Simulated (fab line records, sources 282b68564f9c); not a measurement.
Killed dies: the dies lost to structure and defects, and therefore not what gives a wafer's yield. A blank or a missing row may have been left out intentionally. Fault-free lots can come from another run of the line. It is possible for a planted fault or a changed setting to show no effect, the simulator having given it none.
fab line records | flow ritCmos
record: lots: 7 wafers: 21 lastDay: 7
route steps=202 shown PLDD@124 SPACER@125 NSD@131
lots that met no fault: from a run of the same line without faults
startH: hours from the record's first day to the start of the lot's first wafer shown | waitH: hours from the lot's prior step to this one | " identical to the entry in the row above | L1.1+2: a row that stands for several wafers | - no value present, or no start provided | * or withheld: withheld | < > ~ a bound
route shown NAME@n: NAME is a module with steps in the file, n the number in the route of the first one | usual: mean/standard deviation of fault-free wafers | same: alike in all rows | chamber/n: place in a boat | sites: per-site readings | _std_site: how widely they spread, as a standard deviation | _edge_site: mean of outer sites minus mean of inner sites | radiusMm: for every site, how far away it sits from the centre of the wafer | mask NAME#n: copy n | behind: the tool/chamber that last shaped the wafer | hold: cause of the lot's hold/its duration in hours/its outcome | device: the n, p or np transistor that did not switch | end of line: the route-end tests of the same wafers | a step without rows: its recipe alone | killed: the dies lost at the first sort to structure and to defects; this is not the yield of the wafer | map: dies across one wafer; x = killed, . = not, _ = none there
set.NAME: the run value of the setting; set.NAME@STEP: its run value at that earlier step | model.NAME: the simulator's own value behind a step, which no gauge read
lots at selected steps of the route; one table per step, one row per wafer
services: from which hour (startH, from the record's first day; less than 0 if before it) a tool's chamber was out of use, for how many hours, and why
== steps ==
step: RIT_PLDD_TW_MEAS_10
usual: PLDD_TW: 2312/14
columns lot.wafer tool chamber startH waitH PLDD_TW
L129.1 filmMetro-02 - 75.42 0.1 2325
L129.2 " - " " 2319
L129.4 " - " " 2331
L133.1 filmMetro-03 - 94.60 0.1 2321
L133.3 " - " " 2304
L133.4 " - " " 2315
L134.2 filmMetro-04 - 100.22 0.1 2304
L134.3 " - " " 2319
L134.6 " - " " 2328
L135.1 filmMetro-02 - 103.81 0.1 2318
L135.4 " - " " 2317
L135.5 " - " " 2324
L139.1 filmMetro-04 - 124.78 0.1 2315
L139.5 " - " " 2312
L139.6 " - " " 2302
L145.2 filmMetro-03 - 158.25 0.1 2313
L145.3 " - " " 2300
L145.6 " - " " 2313
L146.1 filmMetro-03 - 158.79 0.1 2321
L146.2 " - " " 2305
L146.5 " - " " 2306
step: RIT_SPACER_CLEAN_00
recipe: chemistry: SC1 mix: 3:3:50 timeS: 600 tempC: 75
step: RIT_SPACER_CLEAN_01
recipe: chemistry: dHF dilution: 50:1 timeS: 28.53
step: RIT_SPACER_CLEAN_02
recipe: chemistry: SC2 mix: 3:3:50 timeS: 600 tempC: 75 dry: n2Spin
step: RIT_SPACER_CVD_03
recipe: material: Si3N4 targetThkNm: 250 tempC: 810 precursor: SiH2Cl2/NH3 timeS: 3300 pressureMtorr: 300 sih2cl2FlowSccm: 60 nh3FlowSccm: 150
step: RIT_SPACER_THK_MEAS_04
recipe: reads: Si3N4_of_SPACER_CVD_03
usual: SPACER_NITRIDE_THK: 249.2/2.5
columns lot.wafer tool chamber startH waitH SPACER_NITRIDE_THK[nm]
L129.1 filmMetro-01 - 77.80 0.0 249.9
L129.2 " - " " 249.0
L129.4 " - " " 250.3
L133.1 filmMetro-01 - 96.95 0.0 247.4
L133.3 " - " " 245.9
L133.4 " - " " 249.6
L134.2 filmMetro-03 - 102.56 0.0 244.7
L134.3 " - " " 244.3
L134.6 " - " " 244.9
L135.1 filmMetro-03 - 107.11 0.0 251.9
L135.4 " - " " 249.7
L135.5 " - " " 248.7
L139.1 filmMetro-01 - 128.08 0.0 249.1
L139.5 " - " " 251.0
L139.6 " - " " 249.6
L145.2 filmMetro-02 - 161.09 0.0 250.3
L145.3 " - " " 248.6
L145.6 " - " " 250.6
L146.1 filmMetro-03 - 163.94 0.0 248.9
L146.2 " - " " 248.6
L146.5 " - " " 248.7
step: RIT_SPACER_ETCHBACK_05
recipe: targetDepthA: 2500 SF6_flow_sccm: 30 CHF3_flow_sccm: 30 target: Si3N4 chemistry: SF6/CHF3 pressureMtorr: 40 rfW: 250 timeS: 240 stopOn: SiO2
usual: drypumpMotorCurrentA: 5.7/0.4 oesProductAu: 0.842/0.013 throttleValvePct: 10.32/0.14
columns lot.wafer tool chamber startH waitH drypumpMotorCurrentA oesProductAu rfHoursCounterH throttleValvePct
L129.1 rieDiel-04 1 77.86 0.1 5.9 0.842 28 10.05
L129.2 " 2 " " 6.0 0.848 37 10.25
L129.4 " 0 " " 5.7 0.835 121 10.49
L133.1 rieDiel-03 1 97.01 0.1 5.9 0.837 126 10.44
L133.3 " 3 " " 5.9 0.814 44 10.33
L133.4 " 0 " " 5.3 0.873 116 10.40
L134.2 rieDiel-04 1 102.61 0.0 5.9 0.840 29 10.05
L134.3 " 0 " " 5.8 0.818 121 10.46
L134.6 " 2 " " 6.0 0.835 - 10.25
L135.1 rieDiel-02 1 107.17 0.1 5.5 0.848 65 10.56
L135.4 " 3 " " 6.3 0.857 15 10.24
L135.5 " 2 " " 5.6 0.839 - 10.37
L139.1 rieDiel-02 2 128.14 0.1 5.6 0.834 52 10.36
L139.5 " 3 " " 6.3 0.863 - 10.25
L139.6 " 0 " " 6.0 0.851 - 10.23
L145.2 rieDiel-04 0 161.14 0.0 5.7 0.827 122 10.49
L145.3 " 2 " " 6.0 0.842 38 10.25
L145.6 " 2 " " 6.0 0.849 - 10.23
L146.1 rieDiel-02 1 164.00 0.1 5.5 0.838 66 10.56
L146.2 " 0 " " 6.1 0.846 76 10.22
L146.5 " 3 " " 6.2 0.851 - 10.25
step: RIT_NSD_HMDS_00
recipe: primeTimeS: 60 primeTempC: 140
step: RIT_NSD_COAT_01
recipe: resist: NOVOLAK spinRpm: 3250 resistThkNm: 1000
step: RIT_NSD_SOFTBAKE_02
recipe: resist: NOVOLAK tempC: 90 timeS: 60
step: RIT_NSD_EXPOSE_03
recipe: maskId: M9 na: 0.57 targetCdNm: 40700 doseMj: 250
step: RIT_NSD_PEB_04
recipe: resist: NOVOLAK tempC: withheld timeS: withheld
step: RIT_NSD_DEVELOP_05
recipe: resist: NOVOLAK developTimeS: 50 devTempC: 23
usual: chillPlateTempC: 22.98/0.1 developTimeS: 50/0 resistLineTempC: 23.02/0.1
columns lot.wafer tool chamber startH waitH chillPlateTempC developTimeS resistLineTempC
L129.1 lithoTrack-04 0 78 - 23.02 50 23.10
L129.2 " 0 " " 22.94 50 23.14
L129.4 " 0 " " 22.99 50 23.10
L133.1 lithoTrack-03 - 97 - - - -
L133.3 " - " " - - -
L133.4 " - " " - - -
L134.2 lithoTrack-03 - 103 - - - -
L134.3 " - " " - - -
L134.6 " - " " - - -
L135.1 lithoTrack-04 - 108 - - - -
L135.4 " - " " - - -
L135.5 " - " " - - -
L139.1 lithoTrack-02 0 129 - 22.95 50 23.06
L139.5 " 0 " " 23.05 50 22.87
L139.6 " 0 " " 22.95 50 23.06
L145.2 lithoTrack-02 0 162 - 23.02 50 23.09
L145.3 " 0 " " 22.89 50 23.07
L145.6 " 0 " " 23.02 50 23.03
L146.1 lithoTrack-04 0 164 - 22.96 50 22.97
L146.2 " 0 165 - 22.99 50 23.09
L146.5 " 0 " " 23.12 50 23.06
step: RIT_NSD_OVL_MEAS_06
usual: NSD_OVL: -1.4/1.3
columns lot.wafer tool chamber startH waitH NSD_OVL[nm]
L129.1 overlay-01 - 79.06 - -0.8
L129.2 " - " " -2.6
L129.4 " - " " -1.2
L133.1 overlay-01 - 98.01 - -
L133.3 " - " " -
L133.4 " - " " -
L134.2 overlay-01 - 103.62 - -
L134.3 " - " " -
L134.6 " - " " -
L135.1 overlay-01 - 108.30 - -
L135.4 " - " " -
L135.5 " - " " -
L139.1 overlay-01 - 129.26 - -0.9
L139.5 " - " " -1.5
L139.6 " - " " -0.4
L145.2 overlay-01 - 162.27 - -3.3
L145.3 " - " " -3.1
L145.6 " - " " -2.8
L146.1 overlay-01 - 165.12 - -1.5
L146.2 " - " " -1.8
L146.5 " - " " -1.1
== services ==
columns tool chamber startH hours kind
rieDiel-03 0 111.88 6.7 repair
rieDiel-04 1 117.84 48.6 repair
rieDiel-04 2 117.98 7.4 repair
rieDiel-04 2 125.64 3.9 repair
rieDiel-03 0 128.77 15.3 repair
rieDiel-04 0 146.58 7.0 repair
== key ==
firstSign: step: RIT_NSD_DEVELOP_05 reading: toolRecord direction: missing
effect none on later readings
metAt RIT_NSD_DEVELOP_05
struckWafers L133.1,L133.3,L133.4,L134.2,L134.3,L134.6,L135.1,L135.4,L135.5
rowsEnd L135.1,L135.4,L135.5
sortLeftOut L133.1,L133.3,L133.4,L134.2,L134.3,L134.6
testerLeftOut L133,L134
onsetBetween 78 97
fault: kind: skippedStepWhole tool: lithoTrack-03,lithoTrack-04 chamber: - onsetH: 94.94 steps: RIT_NSD_DEVELOP_05 scope: struckLotsOnly
testerLeftOut: of these lots the tester's yield and bins aren't shown, on N5 and GAA mostly nor the transistor test; their killed dies are dies lost to structure and defects alone, not to doping, threshold or leakage, so they don't give the yield
sortLeftOut: the simulated sort isn't trusted on such a fault, so these wafers' sort isn't shown, and their yield isn't known
rowsEnd: these wafers met a further fault down the route, and their rows from its step on are left out
